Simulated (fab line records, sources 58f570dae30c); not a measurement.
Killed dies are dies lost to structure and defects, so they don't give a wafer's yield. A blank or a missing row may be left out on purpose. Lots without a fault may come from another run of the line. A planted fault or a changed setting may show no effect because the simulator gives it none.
One fault seen from 2 desks | flow berkeley_cmos170 | each desk has only its own numbers; what lay behind them comes last

THE TOOL OWNER'S DESK: furnace-04
The tool's own readings at UCB170_SCREENOX_OXIDATION_01 (target thk 14.4 nm, ox time 2400 s): means of the sampled wafers that have a number, for each lot that ran on this tool. A lot is out of limits, marked OUT, if its mean lies more than 4 standard deviations from the usual mean; the brackets give that distance.
Columns: A = spike_tc_centre_C at UCB170_SCREENOX_OXIDATION_01, usual 901.4 C; B = spike_tc_load_C at UCB170_SCREENOX_OXIDATION_01, usual 926.0 C; C = spike_tc_source_C at UCB170_SCREENOX_OXIDATION_01, usual 924.3 C; D = tube_center_temp_C at UCB170_SCREENOX_OXIDATION_01, usual 900.00 C; E = tube_center_temp_C_max at UCB170_SCREENOX_OXIDATION_01, usual 902.3
lot  | first seen here | A               | B               | C               | D                        | E
L182 | day 5 20:24     | 902.0           | 924.1           | 925.2           | 900.12                   | 902.5
L183 | day 5 20:24     | 901.8           | 925.1           | 924.8           | 900.03                   | 902.4
L190 | day 7 13:48     | 902.5           | 925.6           | 924.7           | 899.98                   | 902.5
L191 | day 7 13:48     | 902.2           | 925.3           | 924.9           | 899.95                   | 902.3
L192 | day 7 13:48     | 902.3           | 924.8           | 923.6           | 899.95                   | 902.2
L193 | day 7 13:48     | 901.5           | 925.5           | 924.8           | 900.02                   | 902.4
L195 | day 8 04:29     | 869.7 (-29) OUT | 894.2 (-23) OUT | 891.5 (-25) OUT | 868.01 (-99 or more) OUT | 870.6 (-83) OUT
L196 | day 8 04:29     | 870.1 (-28) OUT | 893.2 (-23) OUT | 892.2 (-25) OUT | 867.97 (-99 or more) OUT | 870.5 (-84) OUT
This desk's finding: out of limits on L195, L196; first on L195, day 8 04:29 (spike_tc_centre_C at UCB170_SCREENOX_OXIDATION_01). In limits: L182, L183, L190, L191, L192, L193.

THE METROLOGY DESK
What the gauges read, lot by lot, whatever tool the lot ran on: means of the sampled wafers that have a number. A lot is out of limits, marked OUT, if its mean lies more than 4 standard deviations from the usual mean; the brackets give that distance.
Columns: A = PFIELD_OVL at UCB170_PFIELD_OVL_MEAS_06, usual 0 nm; B = SCREENOX_OXIDE_THK at UCB170_SCREENOX_THK_MEAS_02, usual 14.46 nm; C = GATE_POLY_THK at UCB170_GATE_THK_MEAS_05, usual 213.6 nm
lot  | first seen here | A  | B               | C
L182 | day 4 23:44     | -5 | 14.42           | 216.7
L183 | day 4 23:59     | -3 | 14.71           | 218.3
L184 | day 5 11:11     | -1 | 14.48           | 212.8
L185 | day 5 11:37     | 1  | 14.53           | 209.3
L188 | day 5 16:35     | 2  | 14.21           | 213.3
L187 | day 5 17:25     | -1 | 14.56           | 212.4
L191 | day 6 12:30     | -1 | 14.08           | 217.2
L190 | day 6 13:10     | -6 | 14.53           | 209.5
L193 | day 6 13:55     | 3  | 14.60           | 216.1
L192 | day 6 15:29     | 2  | 14.82           | 212.4
L195 | day 7 07:36     | -1 | 10.38 (-16) OUT | 212.0
L196 | day 7 07:49     | 4  | 10.22 (-17) OUT | 214.4
L198 | day 7 18:54     | 1  | 14.71           | 210.5
L204 | day 9 02:04     | 2  | 14.61           | 212.7
This desk's finding: out of limits on L195, L196; first on L195, day 8 06:08 (SCREENOX_OXIDE_THK at UCB170_SCREENOX_THK_MEAS_02). In limits: L182, L183, L184, L185, L188, L187, L191, L190, L193, L192, L198, L204.

PUT TOGETHER
The tool owner's desk could have raised an alarm at day 8 04:29, on L195, L196.
The metrology desk could have raised an alarm at day 8 06:08, on L195, L196.
Of the lots named, all ran UCB170_SCREENOX_OXIDATION_01 on furnace-04.

WHAT THE SIMULATOR HAD PUT IN
Process parameter drift: furnace-04, from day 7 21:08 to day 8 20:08, at UCB170_SCREENOX_OXIDATION_01. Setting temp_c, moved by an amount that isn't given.
Lots struck among those shown: L195, L196.
Hours from the fault's start to each desk's first reading out of limits: the tool owner's desk, 7; the metrology desk, 9.
